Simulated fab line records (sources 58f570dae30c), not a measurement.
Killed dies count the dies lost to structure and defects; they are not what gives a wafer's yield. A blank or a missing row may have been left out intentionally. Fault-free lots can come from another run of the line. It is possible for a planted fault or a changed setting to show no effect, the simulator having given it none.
Check of tool commonality || flow berkeley cmos170 || 42 wafers sampled across 14 lots

## WHY THIS WAS OPENED
At UCB170_NSD_TW_MEAS_10 the reading NSD_TW is flagged on 2 of 14 lots. Wafers without a fault read 4181, standard deviation 36.
Rule: flag the lot when none of its wafers has a number, or when each of its wafers that has one lies beyond 4 standard deviations from that mean. The rest of the lots are taken to be sound.

{"lot": "L562", "measured": "day 6 12:28", "on": "film metro-03", "NSD_TW, wafer by wafer": "4197 4205 4202", "flag": ""}
{"lot": "L564", "measured": "day 6 22:18", "on": "film metro-02", "NSD_TW, wafer by wafer": "4153 4168 4164", "flag": ""}
{"lot": "L566", "measured": "day 7 06:50", "on": "film metro-02", "NSD_TW, wafer by wafer": "4178 4144 4144", "flag": ""}
{"lot": "L565", "measured": "day 7 06:59", "on": "film metro-01", "NSD_TW, wafer by wafer": "4204 4218 4224", "flag": ""}
{"lot": "L567", "measured": "day 8 01:28", "on": "film metro-01", "NSD_TW, wafer by wafer": "4229 4253 4245", "flag": ""}
{"lot": "L569", "measured": "day 8 09:56", "on": "film metro-01", "NSD_TW, wafer by wafer": "4227 4239 4239", "flag": ""}
{"lot": "L571", "measured": "day 8 14:59", "on": "film metro-01", "NSD_TW, wafer by wafer": "4009 4019 4005", "flag": "FLAGGED"}
{"lot": "L573", "measured": "day 8 15:11", "on": "film metro-03", "NSD_TW, wafer by wafer": "4154 4159 4144", "flag": ""}
{"lot": "L570", "measured": "day 8 15:34", "on": "film metro-03", "NSD_TW, wafer by wafer": "4175 4169 4177", "flag": ""}
{"lot": "L568", "measured": "day 8 15:50", "on": "film metro-01", "NSD_TW, wafer by wafer": "3997 4007 3998", "flag": "FLAGGED"}
{"lot": "L572", "measured": "day 9 06:19", "on": "film metro-02", "NSD_TW, wafer by wafer": "4127 4164 4126", "flag": ""}
{"lot": "L581", "measured": "day 10 15:47", "on": "film metro-02", "NSD_TW, wafer by wafer": "4165 4142 4156", "flag": ""}
{"lot": "L579", "measured": "day 10 16:04", "on": "film metro-02", "NSD_TW, wafer by wafer": "4176 4185 4152", "flag": ""}
{"lot": "L584", "measured": "day 11 12:41", "on": "film metro-01", "NSD_TW, wafer by wafer": "4190 4193 4203", "flag": ""}
On average the flagged lots' numbers are 4006, which is -175 against the usual, or -5 standard deviations.

## EACH LOT AND THE TOOL IT RAN ON
Before the reading, the record contains 2 process steps out of a 331-step route. Cell contents, in order: the tool; ch with the chambers the sampled wafers went through; the start.
{"lot": "L562", "flag": "", "UCB170_NSD_IMPLANT_08": "implanter-02 ch 0, day 6 12:14", "UCB170_NSD_STRIP_09": "plasma asher-03 ch 0,1, day 6 12:22"}
{"lot": "L564", "flag": "", "UCB170_NSD_IMPLANT_08": "implanter-04 ch 0, day 6 22:04", "UCB170_NSD_STRIP_09": "plasma asher-03 ch 0,1, day 6 22:11"}
{"lot": "L566", "flag": "", "UCB170_NSD_IMPLANT_08": "implanter-03 ch 0, day 7 06:33", "UCB170_NSD_STRIP_09": "plasma asher-03 ch 0,1, day 7 06:42"}
{"lot": "L565", "flag": "", "UCB170_NSD_IMPLANT_08": "implanter-02 ch 0, day 7 06:44", "UCB170_NSD_STRIP_09": "plasma asher-02 ch 0,1, day 7 06:53"}
{"lot": "L567", "flag": "", "UCB170_NSD_IMPLANT_08": "implanter-03 ch 0, day 8 01:13", "UCB170_NSD_STRIP_09": "plasma asher-02 ch 0,1, day 8 01:22"}
{"lot": "L569", "flag": "", "UCB170_NSD_IMPLANT_08": "implanter-03 ch 0, day 8 09:43", "UCB170_NSD_STRIP_09": "plasma asher-01 ch 0,1, day 8 09:50"}
{"lot": "L571", "flag": "FLAGGED", "UCB170_NSD_IMPLANT_08": "implanter-03 ch 0, day 8 14:44", "UCB170_NSD_STRIP_09": "plasma asher-02 ch 0,1, day 8 14:53"}
{"lot": "L573", "flag": "", "UCB170_NSD_IMPLANT_08": "implanter-02 ch 0, day 8 14:58", "UCB170_NSD_STRIP_09": "plasma asher-03 ch 0,1, day 8 15:05"}
{"lot": "L570", "flag": "", "UCB170_NSD_IMPLANT_08": "implanter-02 ch 0, day 8 15:20", "UCB170_NSD_STRIP_09": "plasma asher-02 ch 0,1, day 8 15:27"}
{"lot": "L568", "flag": "FLAGGED", "UCB170_NSD_IMPLANT_08": "implanter-03 ch 0, day 8 15:37", "UCB170_NSD_STRIP_09": "plasma asher-01 ch 0,1, day 8 15:44"}
{"lot": "L572", "flag": "", "UCB170_NSD_IMPLANT_08": "implanter-04 ch 0, day 9 06:05", "UCB170_NSD_STRIP_09": "plasma asher-01 ch 0,1, day 9 06:13"}
{"lot": "L581", "flag": "", "UCB170_NSD_IMPLANT_08": "implanter-02 ch 0, day 10 15:32", "UCB170_NSD_STRIP_09": "plasma asher-01 ch 0,1, day 10 15:41"}
{"lot": "L579", "flag": "", "UCB170_NSD_IMPLANT_08": "implanter-02 ch 0, day 10 15:49", "UCB170_NSD_STRIP_09": "plasma asher-01 ch 0,1, day 10 15:58"}
{"lot": "L584", "flag": "", "UCB170_NSD_IMPLANT_08": "implanter-02 ch 0, day 11 12:23", "UCB170_NSD_STRIP_09": "plasma asher-03 ch 0,1, day 11 12:31"}
What is done by these steps:
- UCB170_NSD_IMPLANT_08
- UCB170_NSD_STRIP_09: strips in O2.
- UCB170_NSD_TW_MEAS_10

## FLAGGED OVER TOTAL, TOOL BY TOOL (the gauges that took the reading come last)
{"step": "UCB170_NSD_IMPLANT_08", "tool": "implanter-02", "lots run": 7, "flagged": 0, "share of the flagged lots": "none", "sound lots run after its first flagged lot": "-"}
{"step": "UCB170_NSD_IMPLANT_08", "tool": "implanter-03", "lots run": 5, "flagged": 2, "share of the flagged lots": "all", "sound lots run after its first flagged lot": 0}
{"step": "UCB170_NSD_IMPLANT_08", "tool": "implanter-04", "lots run": 2, "flagged": 0, "share of the flagged lots": "none", "sound lots run after its first flagged lot": "-"}
{"step": "UCB170_NSD_STRIP_09", "tool": "plasma asher-01", "lots run": 5, "flagged": 1, "share of the flagged lots": "some", "sound lots run after its first flagged lot": "3 (L572,L581,L579)"}
{"step": "UCB170_NSD_STRIP_09", "tool": "plasma asher-02", "lots run": 4, "flagged": 1, "share of the flagged lots": "some", "sound lots run after its first flagged lot": "1 (L570)"}
{"step": "UCB170_NSD_STRIP_09", "tool": "plasma asher-03", "lots run": 5, "flagged": 0, "share of the flagged lots": "none", "sound lots run after its first flagged lot": "-"}
{"step": "UCB170_NSD_TW_MEAS_10", "tool": "film metro-01", "lots run": 6, "flagged": 2, "share of the flagged lots": "all", "sound lots run after its first flagged lot": "1 (L584)"}
{"step": "UCB170_NSD_TW_MEAS_10", "tool": "film metro-02", "lots run": 5, "flagged": 0, "share of the flagged lots": "none", "sound lots run after its first flagged lot": "-"}
{"step": "UCB170_NSD_TW_MEAS_10", "tool": "film metro-03", "lots run": 3, "flagged": 0, "share of the flagged lots": "none", "sound lots run after its first flagged lot": "-"}

## THE TABLE: WHAT IT ALLOWS
implanter-03 at UCB170_NSD_IMPLANT_08 and film metro-01 at UCB170_NSD_TW_MEAS_10 are the 2 rows of the table that ran each flagged lot.
- implanter-03 at UCB170_NSD_IMPLANT_08 ran 5 lots, 2 of them flagged. It ran its last sound lot, L569, at day 8 09:43 and its first flagged lot, L571, at day 8 14:44: a fault with its onset between the two fits. Its own readings lie more than 4 standard deviations out on every wafer of the flagged lots: dose ions cm2, faraday current uA.
- film metro-01 at UCB170_NSD_TW_MEAS_10 ran 6 lots, 2 of them flagged. After the first flagged lot (L584), sound lots still ran on it; a lasting fault on the whole tool would not permit that.
What remains is a single tool, implanter-03 at UCB170_NSD_IMPLANT_08.

## WHAT THE SIMULATOR HAD PUT IN
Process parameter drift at UCB170_NSD_IMPLANT_08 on implanter-03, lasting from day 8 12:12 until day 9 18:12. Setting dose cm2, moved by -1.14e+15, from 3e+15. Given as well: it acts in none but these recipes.
Lots struck among those shown: L571, L568. The rule above reached the same finding.
